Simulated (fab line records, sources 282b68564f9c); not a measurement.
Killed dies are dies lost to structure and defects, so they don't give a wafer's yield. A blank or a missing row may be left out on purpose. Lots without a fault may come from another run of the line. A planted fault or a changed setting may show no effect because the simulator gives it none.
Which tool did it? | flow rit_cmos | 14 lots, 42 wafers sampled, at 4 steps of a route of 202

WHAT THE GAUGES READ, wafer by wafer
RIT_NLDD_OVL_MEAS_06.
lot  | measured    | on         | NLDD_OVL (nm)
L405 | day 3 00:01 | overlay-02 | 1.3 1.2 -0.4
L407 | day 3 07:14 | overlay-01 | 1.7 0.3 2.6
L408 | day 3 14:50 | overlay-02 | 0.9 1.9 0.2
L409 | day 3 22:39 | overlay-02 | 1.2 1.1 1.0
L410 | day 3 22:53 | overlay-01 | 0.6 0.5 1.5
L413 | day 4 11:58 | overlay-01 | -0.6 1.2 -1.1
L415 | day 5 03:16 | overlay-02 | 0.2 0.7 0.7
L419 | day 5 21:53 | overlay-01 | 2.7 -0.3 1.7
L420 | day 6 06:36 | overlay-02 | -1.0 1.2 0.9
L422 | day 6 11:59 | overlay-01 | 2.2 3.2 2.2
L423 | day 6 19:17 | overlay-02 | 3.2 3.3 3.4
L424 | day 7 11:37 | overlay-01 | 2.6 0.9 1.8
L426 | day 7 17:38 | overlay-02 | 1.4 0.9 0.8
L427 | day 7 17:56 | overlay-01 | 0.6 2.3 3.5

RIT_M1_OVL_MEAS_10.
lot  | measured    | on         | M1_OVL (nm)
L405 | day 3 12:55 | overlay-02 | 0.0 -0.4 -0.3
L407 | day 3 23:04 | overlay-02 | -2.0 -2.2 -1.5
L408 | day 4 05:38 | overlay-01 | -0.6 0.2 0.2
L409 | day 4 11:46 | overlay-01 | -1.9 -2.7 0.4
L410 | day 4 13:09 | overlay-01 | 0.4 -1.0 -0.1
L413 | day 5 00:57 | overlay-02 | 0.2 0.3 -0.1
L415 | day 5 16:37 | overlay-01 | -2.1 -1.3 0.1
L419 | day 6 10:49 | overlay-02 | -2.6 -2.7 -2.7
L420 | day 6 19:31 | overlay-02 | -2.0 -1.6 -1.8
L422 | day 7 01:16 | overlay-01 | 1.3 -0.6 0.7
L423 | day 7 08:14 | overlay-01 | -0.8 -0.4 0.3
L424 | day 8 00:41 | overlay-02 | -1.1 -3.1 -2.7
L426 | day 8 07:02 | overlay-02 | 0.6 -1.4 1.1
L427 | day 8 08:40 | overlay-02 | 0.3 0.0 -1.0

WHICH TOOL RAN EACH LOT (tool, then ch and the chambers of the sampled wafers, then the start)
lot  | RIT_SILICIDE_RTA_04             | RIT_CONTACT_PEB_06
L405 | rtp_anneal-02 ch 0, day 3 08:53 | litho_track-04 ch 0, day 3 09:53
L407 | rtp_anneal-02 ch 0, day 3 19:02 | litho_track-03 ch 0, day 3 19:55
L408 | rtp_anneal-01 ch 0, day 4 01:40 | litho_track-03 ch 0, day 4 02:32
L409 | rtp_anneal-02 ch 0, day 4 07:45 | litho_track-04 ch 0, day 4 08:46
L410 | rtp_anneal-01 ch 0, day 4 09:03 | litho_track-03 ch 0, day 4 10:07
L413 | rtp_anneal-02 ch 0, day 4 20:56 | litho_track-03 ch 0, day 4 21:49
L415 | rtp_anneal-02 ch 0, day 5 12:23 | litho_track-03 ch 0, day 5 13:29
L419 | rtp_anneal-02 ch 0, day 6 06:55 | litho_track-02, day 6 07:49
L420 | rtp_anneal-01 ch 0, day 6 15:25 | litho_track-04, day 6 16:18
L422 | rtp_anneal-01 ch 0, day 6 21:07 | litho_track-02 ch 0, day 6 22:08
L423 | rtp_anneal-02 ch 0, day 7 04:06 | litho_track-04 ch 0, day 7 05:05
L424 | rtp_anneal-01 ch 0, day 7 20:36 | litho_track-02 ch 0, day 7 21:27
L426 | rtp_anneal-01 ch 0, day 8 02:49 | litho_track-04 ch 0, day 8 03:49
L427 | rtp_anneal-02 ch 0, day 8 04:24 | litho_track-03 ch 0, day 8 05:23
- RIT_SILICIDE_RTA_04: time 10 s, ramp up 5 s, ramp down 5 s.
- RIT_CONTACT_PEB_06

WHAT THE TOOLS THEMSELVES READ (means of the sampled wafers that have a number; where no wafer has one, the mark that the record gives instead)
RIT_SILICIDE_RTA_04.
lot  | tool          | anneal_temp_c_max | wafer_temp_C_max
L405 | rtp_anneal-02 | 652.5             | 653.5
L407 | rtp_anneal-02 | 653.4             | 654.6
L408 | rtp_anneal-01 | 652.4             | 651.6
L409 | rtp_anneal-02 | 652.6             | 653.6
L410 | rtp_anneal-01 | 652.9             | 652.4
L413 | rtp_anneal-02 | 652.5             | 652.9
L415 | rtp_anneal-02 | 652.5             | 653.9
L419 | rtp_anneal-02 | 652.4             | 653.8
L420 | rtp_anneal-01 | 652.6             | 652.1
L422 | rtp_anneal-01 | 653.1             | 652.2
L423 | rtp_anneal-02 | 652.8             | 653.9
L424 | rtp_anneal-01 | 653.1             | 652.5
L426 | rtp_anneal-01 | 652.3             | 652.1
L427 | rtp_anneal-02 | 653.1             | 653.6

RIT_CONTACT_PEB_06.
lot  | tool           | exhaust_pa (Pa)
L405 | litho_track-04 | 44.2
L407 | litho_track-03 | 45.2
L408 | litho_track-03 | 43.6
L409 | litho_track-04 | 45.9
L410 | litho_track-03 | 45.4
L413 | litho_track-03 | 45.5
L415 | litho_track-03 | 46.2
L419 | litho_track-02 | -
L420 | litho_track-04 | -
L422 | litho_track-02 | 44.9
L423 | litho_track-04 | 44.1
L424 | litho_track-02 | 44.4
L426 | litho_track-04 | 45.0
L427 | litho_track-03 | 45.4

THE ANSWER, worked out from the rows above alone
Rule: what is usual is taken from the lots themselves. Put in order of their means at a reading, lots are off if they are a third of the lots or fewer, leave a main group of 4 or more, and stand apart from it by a gap of 3 or more times the standard deviation of the main group's means; of several such gaps the widest counts. A main group whose means are all the same, to the digits that the tables above print for the reading, isn't used. A lot without any number at a reading at which 4 lots or more have one is off too. The other lots that the step has rows for count as sound. The gauges are gone through in route order, then the tools' own readings, and for those a lot's mean is taken as printed above. The first step at which some lot is off is used, and at that step the reading that is off furthest; a lot without a number counts as furthest.
Off: L419, L420, at RIT_CONTACT_PEB_06 (exhaust_pa). Without a number there: L419, L420. The main group: mean 45.0 Pa, standard deviation 0.74.
A tool fits if, at that step or a process step before it, it ran every lot that is off, and no sound lot after the first of them. None of those tried fits.

WHAT THE SIMULATOR HAD PUT IN
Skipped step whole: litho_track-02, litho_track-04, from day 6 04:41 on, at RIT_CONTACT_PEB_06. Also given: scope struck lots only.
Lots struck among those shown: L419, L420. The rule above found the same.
